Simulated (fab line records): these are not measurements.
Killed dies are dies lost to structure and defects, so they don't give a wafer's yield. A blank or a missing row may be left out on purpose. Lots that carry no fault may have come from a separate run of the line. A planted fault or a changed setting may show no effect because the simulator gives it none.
fab line records    flow ritCmos
record: lots: 6  wafers: 18  lastDay: 6
route steps=202 shown PLDD@159 NLDD@160 SILICIDE@161 CONTACT@168 M1@202
lots with no fault: from the same line, run without faults
startH: start of the lot's first displayed wafer, in hours after the record's first day    waitH: how many hours have passed since the lot's step before this one    " identical to the entry in the row above    L1.1+2: a row that stands for several wafers    - either no value or no given start    * or withheld: withheld    < > ~ a bound
route shown NAME@n: names a module that has steps shown in the file, with the first one's number in the route    usual: the fault-free wafers' mean and standard deviation    same: alike in all rows    chamber/n: place in a boat    sites: the reading at each site    _std_site: standard deviation across them    _edge_site: inner sites' mean taken away from outer sites' mean    radiusMm: how far each site lies from the wafer's centre    mask NAME#n: copy n    behind: tool/chamber where the wafer was last shaped    hold: why the lot was held/for how many hours/how that ended    device: the transistor (n, p or np) that didn't switch    end of line: at the end of the route, the tests of the same wafers    where a step has no rows: the recipe by itself    killed: not the wafer's yield, but the dies lost to structure and defects at the first sort    map: the dies of a wafer, with x for killed, . for not killed, _ for no die there
set.NAME: setting as actually run; set.NAME@STEP: the setting as run at that earlier step    model.NAME: the simulator's own value behind a step, which no gauge read
a table for each step, a row for each wafer; lots at some steps of the route
services: the hour from which a tool's chamber was out of use, counted from the record's first day as startH (under 0 if before that day), plus the number of hours and why
== steps ==
step: RIT_SDANNEAL_RS_MEAS_06
recipe: thkMeasGauge: four-point-probe
usual: PLDD_RS: 178.9/0.41
lot.wafer  tool          chamber  startH  waitH  PLDD_RS[ohm/sq]
L658.1     filmMetro-02  -        90.58   0.1    178.9
L658.2     "             -        "       "      179.6
L658.4     "             -        "       "      179.3
L660.1     filmMetro-04  -        99.26   0.1    179.0
L660.3     "             -        "       "      178.7
L660.4     "             -        "       "      179.1
L665.1     filmMetro-01  -        125.10  0.1    179.2
L665.3     "             -        "       "      178.4
L665.5     "             -        "       "      178.6
L666.1     filmMetro-02  -        129.79  0.1    178.7
L666.2     "             -        "       "      178.7
L666.5     "             -        "       "      179.1
L668.1     filmMetro-01  -        139.62  0.1    179.2
L668.2     "             -        "       "      178.4
L668.4     "             -        "       "      178.7
L669.2     filmMetro-02  -        145.42  0.1    178.8
L669.3     "             -        "       "      178.3
L669.5     "             -        "       "      178.6
step: RIT_SDANNEAL_RS_MEAS_07
recipe: thkMeasGauge: four-point-probe
usual: NLDD_RS: 151.8/0.5
lot.wafer  tool          chamber  startH  waitH  NLDD_RS[ohm/sq]
L658.1     filmMetro-02  -        90.70   0.1    152.2
L658.2     "             -        "       "      151.5
L658.4     "             -        "       "      151.5
L660.1     filmMetro-04  -        99.38   0.1    151.4
L660.3     "             -        "       "      151.1
L660.4     "             -        "       "      151.7
L665.1     filmMetro-01  -        125.22  0.1    152.4
L665.3     "             -        "       "      152.0
L665.5     "             -        "       "      152.1
L666.1     filmMetro-02  -        129.91  0.1    152.0
L666.2     "             -        "       "      151.2
L666.5     "             -        "       "      152.0
L668.1     filmMetro-01  -        139.74  0.1    151.4
L668.2     "             -        "       "      151.9
L668.4     "             -        "       "      150.9
L669.2     filmMetro-02  -        145.54  0.1    152.1
L669.3     "             -        "       "      151.7
L669.5     "             -        "       "      151.7
step: RIT_SILICIDE_WET_ETCH_00
recipe: chemistry: BOE  target: SiO2  targetDepthNm: 14  timeS: 15  dry: n2Spin  dilution: 10:1  tempC: 21.5
step: RIT_SILICIDE_SPUTTER_01
recipe: material: Ti  targetThkNm: 30  powerW: 350  chamberPressurePa: 0.667  gas: Ar  timeS: 240  substrateTempC: 25
usual: throttleValvePct: 30.0/1.3
lot.wafer  tool           chamber  startH  waitH  throttleValvePct
L658.1     pvdSputter-01  -        90.83   0.0    29.9
L658.2     "              -        "       "      30.5
L658.4     "              -        "       "      29.7
L660.1     pvdSputter-01  -        99.52   0.0    29.5
L660.3     "              -        "       "      27.8
L660.4     "              -        "       "      29.6
L665.1     pvdSputter-03  -        125.36  0.0    29.7
L665.3     "              -        "       "      31.3
L665.5     "              -        "       "      30.0
L666.1     pvdSputter-01  -        130.04  0.0    29.6
L666.2     "              -        "       "      30.0
L666.5     "              -        "       "      27.4
L668.1     pvdSputter-01  -        139.87  0.0    30.3
L668.2     "              -        "       "      27.7
L668.4     "              -        "       "      29.7
L669.2     pvdSputter-03  -        145.65  0.0    29.8
L669.3     "              -        "       "      31.7
L669.5     "              -        "       "      31.4
step: RIT_SILICIDE_RS_MEAS_02
recipe: thkMeasGauge: four-point-probe  reads: Ti_of_SILICIDE_SPUTTER_01
usual: SILICIDE_TI_RS: 47.5/0.65
lot.wafer  tool          chamber  startH  waitH  SILICIDE_TI_RS[ohm/sq]
L658.1     filmMetro-04  -        91.00   0.1    48.5
L658.2     "             -        "       "      47.6
L658.4     "             -        "       "      47.8
L660.1     filmMetro-01  -        99.68   0.1    47.6
L660.3     "             -        "       "      47.2
L660.4     "             -        "       "      48.3
L665.1     filmMetro-03  -        125.51  0.1    48.5
L665.3     "             -        "       "      48.6
L665.5     "             -        "       "      48.1
L666.1     filmMetro-04  -        130.19  0.1    47.5
L666.2     "             -        "       "      48.2
L666.5     "             -        "       "      47.8
L668.1     filmMetro-03  -        140.02  0.1    47.0
L668.2     "             -        "       "      46.9
L668.4     "             -        "       "      47.2
L669.2     filmMetro-04  -        145.82  0.1    48.0
L669.3     "             -        "       "      47.4
L669.5     "             -        "       "      48.4
step: RIT_SILICIDE_THK_MEAS_03
recipe: thkMeasGauge: xrf  reads: Ti_of_SILICIDE_SPUTTER_01
usual: SILICIDE_TI_THK: 30.6/0.34
lot.wafer  tool          chamber  startH  waitH  SILICIDE_TI_THK[nm]
L658.1     filmMetro-04  -        91.12   0.1    30.2
L658.2     "             -        "       "      30.7
L658.4     "             -        "       "      30.5
L660.1     filmMetro-01  -        99.80   0.1    30.5
L660.3     "             -        "       "      30.8
L660.4     "             -        "       "      30.3
L665.1     filmMetro-03  -        125.63  0.1    30.2
L665.3     "             -        "       "      30.1
L665.5     "             -        "       "      30.3
L666.1     filmMetro-04  -        130.31  0.1    30.7
L666.2     "             -        "       "      30.4
L666.5     "             -        "       "      30.5
L668.1     filmMetro-03  -        140.14  0.1    31.0
L668.2     "             -        "       "      31.0
L668.4     "             -        "       "      30.9
L669.2     filmMetro-04  -        145.93  0.1    30.4
L669.3     "             -        "       "      30.8
L669.5     "             -        "       "      30.2
step: RIT_SILICIDE_RTA_04
recipe: tempC: 650  timeS: 10  idleTempC: 25  rampUpS: 5  rampDownS: 5  coolToC: 25  ambient: N2
usual: wafer_temp_C_max: 652.6/0.84
lot.wafer  tool          chamber  startH  waitH  wafer_temp_C_max
L658.1     rtpAnneal-01  0        91.18   0.1    652.0
L658.2     "             0        "       "      652.2
L658.4     "             0        "       "      651.9
L660.1     rtpAnneal-01  0        99.86   0.1    650.9
L660.3     "             0        "       "      652.3
L660.4     "             0        "       "      652.0
L665.1     rtpAnneal-02  0        125.69  0.1    653.1
L665.3     "             0        "       "      653.1
L665.5     "             0        "       "      653.4
L666.1     rtpAnneal-01  0        130.37  0.1    651.5
L666.2     "             0        "       "      652.1
L666.5     "             0        "       "      651.8
L668.1     rtpAnneal-01  0        140.20  0.1    652.2
L668.2     "             0        "       "      652.0
L668.4     "             0        "       "      652.3
L669.2     rtpAnneal-02  0        145.99  0.1    651.6
L669.3     "             0        "       "      653.0
L669.5     "             0        "       "      653.8
step: RIT_SILICIDE_WET_ETCH_05
recipe: chemistry: SPM  target: Ti  tempC: 90  timeS: 120  dry: n2Spin
step: RIT_SILICIDE_RTA_06
recipe: tempC: 750  timeS: 10  idleTempC: 25  rampUpS: 5  rampDownS: 10  coolToC: 25  ambient: N2
usual: wafer_temp_C_max: 753.0/0.93
lot.wafer  tool          chamber  startH  waitH  wafer_temp_C_max
L658.1     rtpAnneal-02  0        91.48   0.0    753.5
L658.2     "             0        "       "      753.7
L658.4     "             0        "       "      754.0
L660.1     rtpAnneal-02  0        100.04  0.0    754.8
L660.3     "             0        "       "      754.2
L660.4     "             0        "       "      753.8
L665.1     rtpAnneal-01  0        125.79  0.0    752.5
L665.3     "             0        "       "      751.7
L665.5     "             0        "       "      753.6
L666.1     rtpAnneal-02  0        130.48  0.0    752.3
L666.2     "             0        "       "      754.0
L666.5     "             0        "       "      753.3
L668.1     rtpAnneal-02  0        140.31  0.0    754.1
L668.2     "             0        "       "      754.3
L668.4     "             0        "       "      753.9
L669.2     rtpAnneal-01  0        146.11  0.0    752.2
L669.3     "             0        "       "      752.5
L669.5     "             0        "       "      753.1
step: RIT_CONTACT_CVD_00
recipe: material: SiO2  targetThkNm: 400  precursor: TEOS  tempC: 390  timeS: 61  rfW: 400
usual: heaterPowerW: 321/43
lot.wafer  tool      chamber  startH  waitH  heaterPowerW  sinceWetCleanH
L658.1     pecvd-03  1        91.55   0.1    328           1428
L658.2     "         2        "       "      388           1428
L658.4     "         0        "       "      330           -
L660.1     pecvd-04  0        100.10  0.1    272           251
L660.3     "         2        "       "      369           251
L660.4     "         1        "       "      287           -
L665.1     pecvd-01  1        125.86  0.1    314           1072
L665.3     "         2        "       "      329           1072
L665.5     "         2        "       "      335           -
L666.1     pecvd-04  2        130.55  0.1    375           281
L666.2     "         1        "       "      320           281
L666.5     "         1        "       "      345           -
L668.1     pecvd-01  2        140.38  0.1    301           1086
L668.2     "         1        "       "      335           1086
L668.4     "         2        "       "      316           -
L669.2     pecvd-04  1        146.16  0.0    339           297
L669.3     "         0        "       "      327           297
L669.5     "         1        "       "      347           -
step: RIT_CONTACT_THK_MEAS_01
recipe: reads: SiO2_of_CONTACT_CVD_00
usual: CONTACT_TEOS_THK: 398/5.2
lot.wafer  tool          chamber  startH  waitH  CONTACT_TEOS_THK[nm]
L658.1     filmMetro-02  -        91.60   0.0    392
L658.2     "             -        "       "      389
L658.4     "             -        "       "      402
L660.1     filmMetro-02  -        100.15  0.0    403
L660.3     "             -        "       "      400
L660.4     "             -        "       "      407
L665.1     filmMetro-03  -        125.91  0.0    399
L665.3     "             -        "       "      392
L665.5     "             -        "       "      396
L666.1     filmMetro-02  -        130.62  0.1    393
L666.2     "             -        "       "      391
L666.5     "             -        "       "      393
L668.1     filmMetro-02  -        140.43  0.0    397
L668.2     "             -        "       "      405
L668.4     "             -        "       "      404
L669.2     filmMetro-02  -        146.22  0.0    391
L669.3     "             -        "       "      392
L669.5     "             -        "       "      399
step: RIT_CONTACT_HMDS_02
recipe: primeTimeS: 60  primeTempC: 140
step: RIT_CONTACT_COAT_03
recipe: resist: NOVOLAK  spinRpm: 3250  resistThkNm: 1000
usual: dispensePressureKPa: 53.0/1.2  spinSpeedRpm: 3249.8/2.2
lot.wafer  tool           chamber  startH  waitH  dispensePressureKPa  spinSpeedRpm  model.NOVOLAK_of_CONTACT_COAT_03.thkNm
L658.1     lithoTrack-03  0        91.81   0.1    54.1                 3247.8        1004
L658.2     "              0        "       "      54.1                 3252.4        1004
L658.4     "              0        "       "      54.1                 3251.6        1005
L660.1     lithoTrack-04  0        100.36  0.1    53.2                 3248.9        992.8
L660.3     "              0        "       "      53.1                 3249.4        996.1
L660.4     "              0        "       "      53.2                 3249.3        995.7
L665.1     lithoTrack-04  0        126.12  0.1    53.2                 3493.8        961.7
L665.3     "              0        "       "      53.2                 3490.2        960.6
L665.5     "              0        "       "      53.1                 3490.1        961.2
L666.1     lithoTrack-02  0        130.90  0.1    51.1                 3252.5        997.1
L666.2     "              0        "       "      51.2                 3250.6        1001
L666.5     "              0        "       "      51.1                 3252.1        999.9
L668.1     lithoTrack-03  0        140.64  0.1    54.2                 3252.4        1000
L668.2     "              0        "       "      54.1                 3250.0        999.3
L668.4     "              0        "       "      54.2                 3253.4        1001
L669.2     lithoTrack-04  0        146.45  0.1    53.1                 3487.3        960.2
L669.3     "              0        "       "      53.2                 3489.2        959.2
L669.5     "              0        "       "      53.2                 3489.0        960.5
step: RIT_CONTACT_SOFTBAKE_04
recipe: resist: NOVOLAK  tempC: 90  timeS: 60
step: RIT_CONTACT_EXPOSE_05
recipe: maskId: M11  na: 0.6  sourceShape: conventional  sigmaOuter: 0.5  targetCdNm: 1000  doseMj: 250
step: RIT_CONTACT_PEB_06
recipe: resist: NOVOLAK  tempC: withheld  timeS: withheld
step: RIT_CONTACT_DEVELOP_07
recipe: resist: NOVOLAK  developTimeS: 120  devTempC: 23
step: RIT_CONTACT_CD_MEAS_08
recipe: targetCdNm: 1000
usual: cdNm: 1000.0/2.1
lot.wafer  tool      chamber  startH  waitH  cdNm
L658.1     cdSem-01  -        92.63   -      999.2
L658.2     "         -        "       "      998.9
L658.4     "         -        "       "      1001.6
L660.1     cdSem-02  -        101.33  -      999.1
L660.3     "         -        "       "      999.0
L660.4     "         -        "       "      998.4
L665.1     cdSem-01  -        127.16  -      1002.0
L665.3     "         -        "       "      1003.9
L665.5     "         -        "       "      1002.1
L666.1     cdSem-01  -        131.84  -      996.5
L666.2     "         -        "       "      995.8
L666.5     "         -        "       "      996.5
L668.1     cdSem-02  -        141.58  -      998.7
L668.2     "         -        "       "      998.2
L668.4     "         -        "       "      998.8
L669.2     cdSem-01  -        147.38  -      1005.8
L669.3     "         -        "       "      1004.9
L669.5     "         -        "       "      1002.2
step: RIT_CONTACT_OVL_MEAS_09
usual: CONTACT_OVL: -1.9/1.5
lot.wafer  tool        chamber  startH  waitH  CONTACT_OVL[nm]
L658.1     overlay-01  -        92.75   0.1    -4.3
L658.2     "           -        "       "      -2.4
L658.4     "           -        "       "      -1.3
L660.1     overlay-01  -        101.45  0.1    -3.1
L660.3     "           -        "       "      -1.9
L660.4     "           -        "       "      -1.5
L665.1     overlay-02  -        127.28  0.1    -1.3
L665.3     "           -        "       "      -1.0
L665.5     "           -        "       "      -2.4
L666.1     overlay-02  -        131.96  0.1    -0.8
L666.2     "           -        "       "      -0.2
L666.5     "           -        "       "      0.2
L668.1     overlay-02  -        141.70  0.1    -2.0
L668.2     "           -        "       "      -1.0
L668.4     "           -        "       "      -1.8
L669.2     overlay-02  -        147.49  0.1    -0.7
L669.3     "           -        "       "      -0.3
L669.5     "           -        "       "      0.7
step: RIT_CONTACT_HARDBAKE_10
recipe: resist: NOVOLAK  tempC: 140  timeS: 60
step: RIT_CONTACT_ETCH_11
recipe: targetDepthA: 4800  overEtchFrac: 0.2  stopOn: TiSi2  chemistry: CHF3/CF4/Ar  target: SiO2  CHF3_flow_sccm: 50  cf4FlowSccm: 10  Ar_flow_sccm: 100  O2_flow_sccm: 5  pressureMtorr: 100  rfW: 200  timeS: 320
usual: drypumpMotorCurrentA: 5.9/0.45  oesProductAu: 0.985/0.016  throttleValvePct: 8.82/0.1
lot.wafer  tool        chamber  startH  waitH  drypumpMotorCurrentA  oesProductAu  rfHoursCounterH  throttleValvePct  model.NOVOLAK_of_CONTACT_COAT_03.thkNm
L658.1     rieDiel-04  3        92.93   0.1    6.1                   0.981         136              8.80              772.4
L658.2     "           2        "       "      6.6                   0.983         106              8.72              774.2
L658.4     "           1        "       "      5.4                   0.987         -                8.76              769.4
L660.1     rieDiel-03  2        101.67  0.1    5.5                   0.987         73               8.95              760.6
L660.3     "           3        "       "      6.2                   0.977         139              9.01              765.3
L660.4     "           0        "       "      6.1                   0.968         13               8.91              764.3
L665.1     rieDiel-03  3        127.47  0.1    6.2                   0.969         139              9.02              735
L665.3     "           0        "       "      6.1                   0.957         13               8.90              734.6
L665.5     "           0        "       "      6.1                   0.969         -                8.91              734.9
L666.1     rieDiel-03  1        132.15  0.1    6.4                   0.989         4                8.80              763.1
L666.2     "           0        "       "      6.1                   0.957         13               8.90              769.9
L666.5     "           1        "       "      6.4                   0.985         -                8.81              765.1
L668.1     rieDiel-04  3        141.89  0.1    6.1                   0.991         137              8.79              769.4
L668.2     "           1        "       "      5.3                   0.990         59               8.77              765.9
L668.4     "           1        "       "      5.4                   0.986         -                8.78              766.3
L669.2     rieDiel-04  1        147.67  0.1    5.4                   0.983         59               8.75              731.3
L669.3     "           3        "       "      6.1                   0.991         138              8.80              734.4
L669.5     "           3        "       "      6.1                   0.987         -                8.79              735.8
step: RIT_CONTACT_STRIP_12
recipe: chemistry: O2  timeS: 180  resist: NOVOLAK  platenTempC: withheld  powerW: 500  pressureMtorr: 4000  o2FlowSccm: 4000
usual: drypumpMotorCurrentA: 5.5/0.58
lot.wafer  tool            chamber  startH  waitH  drypumpMotorCurrentA  rfHoursCounterH
L658.1     plasmaAsher-02  1        93.13   0.1    6.6                   45
L658.2     "               0        "       "      5.3                   45
L658.4     "               0        "       "      5.2                   -
L660.1     plasmaAsher-01  0        101.86  0.1    5.2                   45
L660.3     "               0        "       "      5.2                   -
L660.4     "               1        "       "      5.3                   -
L665.1     plasmaAsher-02  1        127.67  0.1    6.6                   49
L665.3     "               0        "       "      5.2                   -
L665.5     "               0        "       "      5.3                   -
L666.1     plasmaAsher-02  0        132.34  0.1    5.3                   50
L666.2     "               1        "       "      6.6                   50
L666.5     "               0        "       "      5.3                   -
L668.1     plasmaAsher-02  1        142.08  0.1    6.6                   51
L668.2     "               0        "       "      5.3                   51
L668.4     "               1        "       "      6.6                   -
L669.2     plasmaAsher-02  0        147.86  0.1    5.3                   52
L669.3     "               1        "       "      6.6                   -
L669.5     "               1        "       "      6.6                   -
step: RIT_M1_PROBE_99
usual: killed_at_M0_to_M3: 0.0/0.14  killedAtContacts: 0.1/0.36  killedAtFrontEnd: 7/3.4  killedDies: 7/3.4  killedOpen: 3.3/2  killedShort: 3.8/2.4
same: grossDies: 264  killed_at_M4_up: 0  killedAtBackSide: 0  killedAtOther: 0
lot.wafer  tool       chamber  startH  waitH  killed_at_M0_to_M3  killedAtContacts  killedAtFrontEnd  killedDies  killedOpen  killedShort
L658.1     prober-02  -        97.85   0.1    0                   0                 6                 6           2           4
L658.2     prober-02  -        97.90   0.1    0                   0                 13                13          8           5
L658.4     prober-02  -        98.00   0.2    0                   0                 7                 7           3           4
L665.1     prober-01  -        132.37  0.1    0                   0                 10                10          2           8
L665.3     prober-01  -        132.47  0.2    0                   0                 6                 6           4           2
L665.5     prober-01  -        132.57  0.2    0                   1                 17                18          8           9
L668.1     prober-02  -        147.07  0.1    0                   0                 11                11          4           7
L668.2     prober-02  -        147.12  0.1    0                   0                 8                 8           5           3
L668.4     prober-02  -        147.22  0.2    0                   0                 17                17          7           10
killed by level:class
L658.1 REOX:geometricParticle:short=2 FOX1:geometricParticle:short=1 SPACER:geometricParticle:open=1 SPACER:geometricParticle:short=1 SILICIDE:geometricParticle:open=1
L658.2 GATE:geometricParticle:open=4 GATE:geometricParticle:short=3 REOX:geometricParticle:short=2 SPACER:geometricParticle:open=2 FOX1:geometricParticle:open=1 FOX2:geometricParticle:open=1
L658.4 REOX:geometricParticle:short=3 REOX:geometricParticle:open=2 SPACER:geometricParticle:open=1 SPACER:geometricParticle:short=1
L665.1 REOX:geometricParticle:short=3 FOX1:geometricParticle:short=2 GATE:geometricParticle:short=2 FOX1:geometricParticle:open=1 REOX:geometricParticle:open=1 SILICIDE:geometricParticle:short=1
L665.3 FOX1:geometricParticle:short=2 SILICIDE:geometricParticle:open=2 FOX1:geometricParticle:open=1 GATE:geometricParticle:open=1
L665.5 GATE:geometricParticle:short=5 GATE:geometricParticle:open=3 REOX:geometricParticle:short=2 SPACER:geometricParticle:open=2 FOX2:geometricParticle:open=1 REOX:geometricParticle:open=1 SPACER:geometricParticle:short=1 SILICIDE:geometricParticle:open=1
L668.1 FOX1:geometricParticle:short=4 GATE:geometricParticle:short=3 GATE:geometricParticle:open=3 SPACER:geometricParticle:open=1
L668.2 GATE:geometricParticle:short=3 GATE:geometricParticle:open=3 FOX2:geometricParticle:open=1 SILICIDE:geometricParticle:open=1
L668.4 GATE:geometricParticle:short=6 GATE:geometricParticle:open=4 FOX1:geometricParticle:short=3 FOX1:geometricParticle:open=1 REOX:geometricParticle:short=1 SPACER:geometricParticle:open=1 SILICIDE:geometricParticle:open=1
== services ==
tool           chamber  startH  hours  kind
rieDiel-03     2        70.65   23.3   repair
rieDiel-04     0        112.06  -      clean
rieDiel-04     0        112.06  14.5   scheduledDown
rieDiel-04     0        112.06  14.5   ventCycle
pecvd-04       0        120.28  13.7   repair
pecvd-01       2        121.96  3.6    repair
lithoTrack-04  -        121.97  -      consumableReplace:filter
pvdSputter-03  -        130.60  0.7    repair
rieDiel-04     0        139.15  9.6    repair
== key ==
firstSign: step: RIT_CONTACT_COAT_03  reading: spinSpeedRpm  direction: up  sigmas: 99+  usual: 3249.8  struck: 3489.9
effect: step: RIT_CONTACT_CD_MEAS_08  reading: cdNm  direction: up  sigmas: 1.6  usual: 1000.0  struck: 1003.5
modelEffect: step: RIT_CONTACT_COAT_03  value: NOVOLAK_of_CONTACT_COAT_03.thkNm  without: 995.5  struck: 960.6
modelEffect: step: RIT_CONTACT_ETCH_11  value: NOVOLAK_of_CONTACT_COAT_03.thkNm  without: 764.9  struck: 734.3
metAt RIT_CONTACT_COAT_03
struckWafers L665.1,L665.3,L665.5,L669.2,L669.3,L669.5
testerLeftOut L665,L669
onsetBetween 100.36 126.12
fault: kind: processParameterDrift  tool: lithoTrack-04  chamber: -  onsetH: 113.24  steps: RIT_CONTACT_COAT_03  channel: spinRpm  offset: 240.69  shape: step  endH: 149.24  actsIn: theseRecipesOnly  stated: 3250
testerLeftOut: of these lots the tester's yield and bins aren't shown, on N5 and GAA mostly nor the transistor test; their killed dies are dies lost to structure and defects alone, not to doping, threshold or leakage, so they don't give the yield
